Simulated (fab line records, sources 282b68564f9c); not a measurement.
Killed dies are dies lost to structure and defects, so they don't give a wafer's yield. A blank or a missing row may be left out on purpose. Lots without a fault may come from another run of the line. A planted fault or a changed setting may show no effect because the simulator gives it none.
Which tool did it? | flow rit_cmos | 15 lots, 45 wafers sampled, at 2 steps of a route of 202

WHAT THE GAUGES READ, wafer by wafer
RIT_SDANNEAL_RS_MEAS_04: measures by four-point-probe.
lot  | measured    | on            | PSD_RS (ohm/sq)
L162 | day 3 09:29 | film_metro-02 | 115.1 115.7 115.6
L163 | day 3 14:59 | film_metro-04 | 115.2 115.2 115.2
L166 | day 4 06:09 | film_metro-04 | 115.5 115.9 115.8
L167 | day 4 08:37 | film_metro-03 | 116.5 116.2 116.3
L168 | day 4 13:04 | film_metro-03 | 116.3 115.9 116.3
L171 | day 5 06:35 | film_metro-04 | 115.9 115.5 115.5
L173 | day 5 15:40 | film_metro-04 | 115.7 115.9 115.8
L174 | day 5 18:50 | film_metro-04 | - - -
L176 | day 6 04:57 | film_metro-04 | 116.1 115.9 116.1
L177 | day 6 09:49 | film_metro-04 | - - -
L178 | day 6 15:52 | film_metro-03 | 116.1 116.1 115.9
L179 | day 6 17:01 | film_metro-03 | - - -
L183 | day 7 14:14 | film_metro-04 | 115.0 115.8 115.9
L184 | day 7 20:41 | film_metro-02 | 115.4 116.0 115.7
L185 | day 8 01:49 | film_metro-04 | 115.7 115.9 115.4

WHICH TOOL RAN EACH LOT (tool, then ch and the chambers of the sampled wafers, then the start)
lot  | RIT_PSD_IMPLANT_08
L162 | implanter-02 ch 0, day 3 08:42
L163 | implanter-03 ch 0, day 3 14:10
L166 | implanter-03 ch 0, day 4 05:20
L167 | implanter-02 ch 0, day 4 07:48
L168 | implanter-02 ch 0, day 4 12:14
L171 | implanter-03 ch 0, day 5 05:41
L173 | implanter-03 ch 0, day 5 14:52
L174 | implanter-03 ch 0, day 5 18:02
L176 | implanter-04 ch 0, day 6 04:09
L177 | implanter-03 ch 0, day 6 09:01
L178 | implanter-04 ch 0, day 6 15:03
L179 | implanter-03 ch 0, day 6 16:12
L183 | implanter-04 ch 0, day 7 13:23
L184 | implanter-04 ch 0, day 7 19:52
L185 | implanter-02 ch 0, day 8 01:00
- RIT_PSD_IMPLANT_08

WHAT THE TOOLS THEMSELVES READ (means of the sampled wafers that have a number; where no wafer has one, the mark that the record gives instead)
RIT_PSD_IMPLANT_08.
lot  | tool         | faraday_current_uA
L162 | implanter-02 | 11188
L163 | implanter-03 | 11852
L166 | implanter-03 | 11760
L167 | implanter-02 | 11552
L168 | implanter-02 | 11245
L171 | implanter-03 | 11693
L173 | implanter-03 | 11667
L174 | implanter-03 | 12031
L176 | implanter-04 | 12119
L177 | implanter-03 | 11780
L178 | implanter-04 | 12056
L179 | implanter-03 | 11715
L183 | implanter-04 | 11972
L184 | implanter-04 | 12021
L185 | implanter-02 | 11622

THE ANSWER, worked out from the rows above alone
Rule: what is usual is taken from the lots themselves. Put in order of their means at a reading, lots are off if they are a third of the lots or fewer, leave a main group of 4 or more, and stand apart from it by a gap of 3 or more times the standard deviation of the main group's means; of several such gaps the widest counts. A main group whose means are all the same, to the digits that the tables above print for the reading, isn't used. A lot without any number at a reading at which 4 lots or more have one is off too. The other lots that the step has rows for count as sound. The gauges are gone through in route order, then the tools' own readings, and for those a lot's mean is taken as printed above. The first step at which some lot is off is used, and at that step the reading that is off furthest; a lot without a number counts as furthest.
Off: L174, L177, L179, at RIT_SDANNEAL_RS_MEAS_04 (PSD_RS). Without a number there: L174, L177, L179. The main group: mean 115.8 ohm/sq, standard deviation 0.3.
A tool fits if, at a process step before that reading, it ran every lot that is off, and no sound lot after the first of them. The gauges at RIT_SDANNEAL_RS_MEAS_04 are tried like those tools. One fits: implanter-03 at RIT_PSD_IMPLANT_08. Its last sound lot is L173 (day 5 14:52), its first lot that is off L174 (day 5 18:02): a fault that began between those two fits.

WHAT THE SIMULATOR HAD PUT IN
Process parameter drift: implanter-03, from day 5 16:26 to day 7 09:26, at RIT_PSD_IMPLANT_08. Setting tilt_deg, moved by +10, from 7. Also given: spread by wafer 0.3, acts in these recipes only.
Lots struck among those shown: L174, L177, L179. The rule above found the same.
